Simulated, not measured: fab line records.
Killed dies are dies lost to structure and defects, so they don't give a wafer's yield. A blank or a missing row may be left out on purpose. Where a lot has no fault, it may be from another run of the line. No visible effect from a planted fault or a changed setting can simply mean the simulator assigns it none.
Code-filled problem report in 8D (eight disciplines) form -- flow rit cmos -- the parts of the form that need people (team, actions taken, sign-off) are left out

## 1. WHAT IS WRONG
Across 6 wafers from 2 lots, CONTACT_OVL at RIT_CONTACT_OVL_MEAS_09 averages 349.7 nm, while fault-free wafers read 0.5 nm with a standard deviation of 1.7. So: +99 or more standard deviations from the usual mean.
First observed at day 7 05:36: wafer L301.1, on overlay-02. The record holds 42 wafers of 14 lots with a number at this step. Rule for "out" (also "out of limits"): further than 4 standard deviations from the usual mean. All remaining wafers that have a number are taken as sound.

## 2. WHAT IT IS, WHAT IT ISN'T
question,is,is not
which readings at this step,CONTACT_OVL,-
which lots,"L301, L302","L283, L284, L286, L288, L291, L292, L293, L295, L299, L303, L305, L306"
which wafers of those lots,all that have a number,-
read on which gauges,overlay-02,overlay-01
when,from day 7 05:36,"up to then (27 sound wafers); but 9 sound wafers of L303, L305, L306 came after"

## 3. THE SUSPECTS, EACH WITH WHAT RULES IT OUT
Counting: any tool at a process step up to the reading is kept as a suspect provided that every lot that is out went through it and no sound lot did after the first of them.
- the gauge at RIT_CONTACT_OVL_MEAS_09: kept. All the wafers that are out were read on overlay-02, and no step on other tools shows them out.
- iline stepper-02 at RIT_CONTACT_EXPOSE_05 (exposes mask M11, target cd 1000 nm): kept. All lots that are out passed through it, beginning with L301 at day 7 04:58, and no sound lot followed; its final sound lot before that point was L299 at day 6 18:49.
After counting, iline stepper-02 at RIT_CONTACT_EXPOSE_05 and overlay-02 at RIT_CONTACT_OVL_MEAS_09 remain.

## 4. THE CAUSE (what the simulator had put in)
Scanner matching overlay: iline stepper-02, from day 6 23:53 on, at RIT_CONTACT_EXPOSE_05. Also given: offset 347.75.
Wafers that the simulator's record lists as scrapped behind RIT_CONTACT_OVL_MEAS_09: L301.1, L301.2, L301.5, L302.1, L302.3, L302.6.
Counting left 2 suspects, and this tool is among them.

## 5. THE CHAIN OF EFFECTS, in route order
Each row: a reading whose mean over the struck wafers that have a number lies more than 3 standard deviations from the usual. Readings are gone through only where the record gives a usual standard deviation; hours: the median, over the lots, of the time from a lot's start at the first step in this table giving one to that lot's start at this step; sigmas: the change measured in usual standard deviations.
hours,step,reading,usual,on struck wafers,change,sigmas
0,RIT_CONTACT_OVL_MEAS_09,CONTACT_OVL,0.5 nm,349.7,+349.2,+99 or more

## 6. HOW IT WOULD HAVE BEEN CAUGHT EARLIER
6 hours passed between the start of the fault at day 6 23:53 and the first reading out of limits at a measuring or inspecting step in this record, taken at day 7 05:36.
Lots out: 2; of these, L302 started RIT_CONTACT_EXPOSE_05 on iline stepper-02 after day 7 05:36. Had the tool been put on hold then, it would have been spared.
